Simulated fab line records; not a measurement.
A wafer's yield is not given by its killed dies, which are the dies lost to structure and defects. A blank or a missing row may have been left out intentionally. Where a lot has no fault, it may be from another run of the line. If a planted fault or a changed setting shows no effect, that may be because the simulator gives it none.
A struck lot beside a sound one ; flow rit_cmos ; 21 steps out of a route of 202
Sound: the wafers L695.1, L695.5, L695.6. Wafers L701.2, L701.4, L701.6 were the ones struck. The cause comes at the end.
At each step with rows: each side's tool, then ch and its chambers, then its first start. Under that, the readings that differ: sound wafers ; struck wafers ; difference of the means ; sigmas: that difference in standard deviations of wafers without a fault.
alike: readings whose means differ by less than 2 such deviations, and words and numbers that are the same on both sides. not compared: withheld readings, readings that some wafer has no value for, bounds like >300 that may hide the same value, and numbers for which the record gives no deviation and whose values overlap.
The two part at a step that has a row with sigmas, a row that says differs or no value, or rows on one side only. Numbers that have no deviation but don't overlap get no sigmas and don't part them. Lack of a reading on every wafer of one side parts them only where that side has two or more wafers.

first, 3 steps without rows for these wafers: RIT_PWELL_EXPOSE_03 (exposes mask M3, target cd 43700 nm); RIT_PWELL_PEB_04; RIT_PWELL_DEVELOP_05 (develop time 68 s).
RIT_PWELL_OVL_MEAS_06:
  struck on overlay-02, day 4 01:50; sound on overlay-01, day 2 19:17
  alike: PWELL_OVL
then, 2 steps without rows for these wafers: RIT_PWELL_HARDBAKE_07 (time 120 s); RIT_PWELL_IMPLANT_08.
RIT_PWELL_STRIP_09: strips in O2, time 180 s.
  sound on plasma_asher-02 ch 0,1, day 2 19:43; struck on plasma_asher-02 ch 0,1, day 4 02:16
  alike: drypump_motor_current_A
  not compared: rf_hours_counter_h
RIT_PWELL_TW_MEAS_10:
  struck on film_metro-04, day 4 02:28; sound on film_metro-02, day 2 19:54
  alike: PWELL_TW
then, 1 step without rows for these wafers: RIT_WELLDRIVE_ANNEAL_00 (time 14700 s).
RIT_WELLDRIVE_RS_MEAS_01: a four-point-probe measurement.
  struck on film_metro-04, day 4 07:37; sound on film_metro-02, day 3 01:02
  alike: NWELL_RS
RIT_WELLDRIVE_RS_MEAS_02: a four-point-probe measurement.
  struck on film_metro-04, day 4 07:44; sound on film_metro-02, day 3 01:10
reading;sound;struck;difference;sigmas
PWELL_RS (ohm/sq);431.6 431.6 430.3;428.5 429.3 428.3;-2.5;-2
then, 1 step without rows for these wafers: RIT_NRETRO_HMDS_00 (prime time 60 s).
RIT_NRETRO_COAT_01: resist thk 1300 nm.
  sound on litho_track-01 ch 0, day 3 01:26; struck on litho_track-01 ch 0, day 4 08:01
reading;sound;struck;difference;sigmas
model.NOVOLAK_of_NRETRO_COAT_01.thk_nm (nm);1294 1295 1297;1318 1317 1318;+22;
then, 4 steps without rows for these wafers: RIT_NRETRO_SOFTBAKE_02 (time 60 s); RIT_NRETRO_EXPOSE_03 (exposes mask M4, target cd 43900 nm); RIT_NRETRO_PEB_04; RIT_NRETRO_DEVELOP_05 (develop time 68 s).
RIT_NRETRO_OVL_MEAS_06:
  struck on overlay-01, day 4 08:50; sound on overlay-01, day 3 02:10
  alike: NRETRO_OVL
RIT_NRETRO_HARDBAKE_07: time 120 s.
  sound on litho_track-01 ch 0, day 3 02:12; struck on litho_track-03 ch 0, day 4 08:55
reading;sound;struck;difference;sigmas
model.NOVOLAK_of_NRETRO_COAT_01.thk_nm (nm);1132 1133 1134;1152 1151 1153;+19;
  alike: plate_temp_C
then, 1 step without rows for these wafers: RIT_NRETRO_IMPLANT_08.
RIT_M1_PROBE_99:
  struck on prober-02, day 5 12:43; sound on prober-02, day 4 05:41
  alike: killed_at_contacts, killed_at_front_end, killed_dies, killed_open, killed_short

WHERE THEY PART
Only at RIT_WELLDRIVE_RS_MEAS_02, within this record. Later steps at which nothing parts them and some readings are alike: RIT_NRETRO_OVL_MEAS_06, RIT_NRETRO_HARDBAKE_07, RIT_M1_PROBE_99.

WHY: what had been put in by the simulator
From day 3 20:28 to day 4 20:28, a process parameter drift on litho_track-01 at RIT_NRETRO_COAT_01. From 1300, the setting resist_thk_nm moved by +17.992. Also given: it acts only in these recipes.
